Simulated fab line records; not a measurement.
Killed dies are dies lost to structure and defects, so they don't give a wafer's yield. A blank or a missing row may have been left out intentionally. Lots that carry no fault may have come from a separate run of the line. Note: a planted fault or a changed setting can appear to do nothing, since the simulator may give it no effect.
What tool caused it? :: flow rit cmos :: Sampling: 14 lots, 42 wafers, 2 of 202 route steps

== WHAT THE GAUGES READ, wafer by wafer ==
RIT_SDANNEAL_RS_MEAS_06: a four-point-probe measurement.
lot: L910
measured: day 3 02:48
on: film metro-04
PLDD_RS (ohm/sq): 178.7 178.6 178.8

lot: L911
measured: day 3 07:41
on: film metro-04
PLDD_RS (ohm/sq): 178.4 179.0 178.5

lot: L912
measured: day 3 13:05
on: film metro-03
PLDD_RS (ohm/sq): 179.6 178.4 178.9

lot: L914
measured: day 3 22:49
on: film metro-03
PLDD_RS (ohm/sq): 179.0 178.2 178.8

lot: L915
measured: day 4 06:10
on: film metro-04
PLDD_RS (ohm/sq): 178.2 178.6 178.7

lot: L916
measured: day 4 08:02
on: film metro-03
PLDD_RS (ohm/sq): 178.0 178.2 178.6

lot: L917
measured: day 4 13:02
on: film metro-03
PLDD_RS (ohm/sq): 178.2 178.5 178.2

lot: L918
measured: day 4 18:47
on: film metro-04
PLDD_RS (ohm/sq): 178.6 178.8 179.3

lot: L920
measured: day 5 06:23
on: film metro-04
PLDD_RS (ohm/sq): 178.0 177.8 178.0

lot: L921
measured: day 5 09:46
on: film metro-04
PLDD_RS (ohm/sq): 178.7 178.9 177.8

lot: L924
measured: day 6 06:35
on: film metro-02
PLDD_RS (ohm/sq): 183.4 183.9 183.3

lot: L927
measured: day 6 16:44
on: film metro-03
PLDD_RS (ohm/sq): 183.6 184.1 184.4

lot: L932
measured: day 7 15:46
on: film metro-02
PLDD_RS (ohm/sq): 179.1 178.6 179.3

lot: L933
measured: day 7 21:40
on: film metro-02
PLDD_RS (ohm/sq): 177.8 178.3 178.1

== WHAT TOOL EACH LOT RAN ON (gives the tool, then ch and the chambers of the sampled wafers, and finally the start) ==
lot: L910
RIT_PLDD_IMPLANT_08: implanter-02 ch 0, day 2 20:08

lot: L911
RIT_PLDD_IMPLANT_08: implanter-04 ch 0, day 3 01:08

lot: L912
RIT_PLDD_IMPLANT_08: implanter-03 ch 0, day 3 06:29

lot: L914
RIT_PLDD_IMPLANT_08: implanter-03 ch 0, day 3 16:09

lot: L915
RIT_PLDD_IMPLANT_08: implanter-02 ch 0, day 3 23:28

lot: L916
RIT_PLDD_IMPLANT_08: implanter-02 ch 0, day 4 01:10

lot: L917
RIT_PLDD_IMPLANT_08: implanter-03 ch 0, day 4 06:38

lot: L918
RIT_PLDD_IMPLANT_08: implanter-03 ch 0, day 4 11:08

lot: L920
RIT_PLDD_IMPLANT_08: implanter-03 ch 0, day 4 22:26

lot: L921
RIT_PLDD_IMPLANT_08: implanter-04 ch 0, day 5 03:05

lot: L924
RIT_PLDD_IMPLANT_08: implanter-03 ch 0, day 6 00:02

lot: L927
RIT_PLDD_IMPLANT_08: implanter-03 ch 0, day 6 10:09

lot: L932
RIT_PLDD_IMPLANT_08: implanter-02 ch 0, day 7 09:04

lot: L933
RIT_PLDD_IMPLANT_08: implanter-02 ch 0, day 7 14:38
- RIT_PLDD_IMPLANT_08

== AS READ BY THE TOOLS THEMSELVES (means over the sampled wafers that have a number; for cases with no such wafer, the mark the record gives instead) ==
The record holds no such reading with a usual standard deviation.

== THE ANSWER, worked out from the rows above alone ==
Rule: what is usual is taken from the lots themselves. Put in order of their means at a reading, lots are off if they are a third of the lots or fewer, leave a main group of 4 or more, and stand apart from it by a gap of 3 or more times the standard deviation of the main group's means; of several such gaps the widest counts. Not used: any main group whose means are identical at the precision the tables above print for the reading. A lot without any number at a reading at which 4 lots or more have one is off too. The other lots that the step has rows for count as sound. After the gauges, taken in route order, come the tools' own readings; for these a lot's mean is taken, as printed above. At the first step where some lot is off, the reading lying furthest off is the one used; lots without a number count as furthest.
Off: L924, L927, seen at RIT_SDANNEAL_RS_MEAS_06 (PLDD_RS). For the main group the mean is 178.5 ohm/sq and the standard deviation 0.33.
A tool fits if, at a process step before that reading, it ran every lot that is off, and no sound lot after the first of them. Those tools and the gauges at RIT_SDANNEAL_RS_MEAS_06 are tried in the same way. One candidate fits, namely implanter-03 at RIT_PLDD_IMPLANT_08. Its last sound lot is L920 (day 4 22:26), its first lot that is off L924 (day 6 00:02): a fault that began between those two fits.

== WHAT THE SIMULATOR HAD PUT IN ==
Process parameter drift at RIT_PLDD_IMPLANT_08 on implanter-03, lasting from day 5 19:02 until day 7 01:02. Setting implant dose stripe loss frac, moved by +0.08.
Struck lots among those shown: L924, L927. Same finding as the rule above.
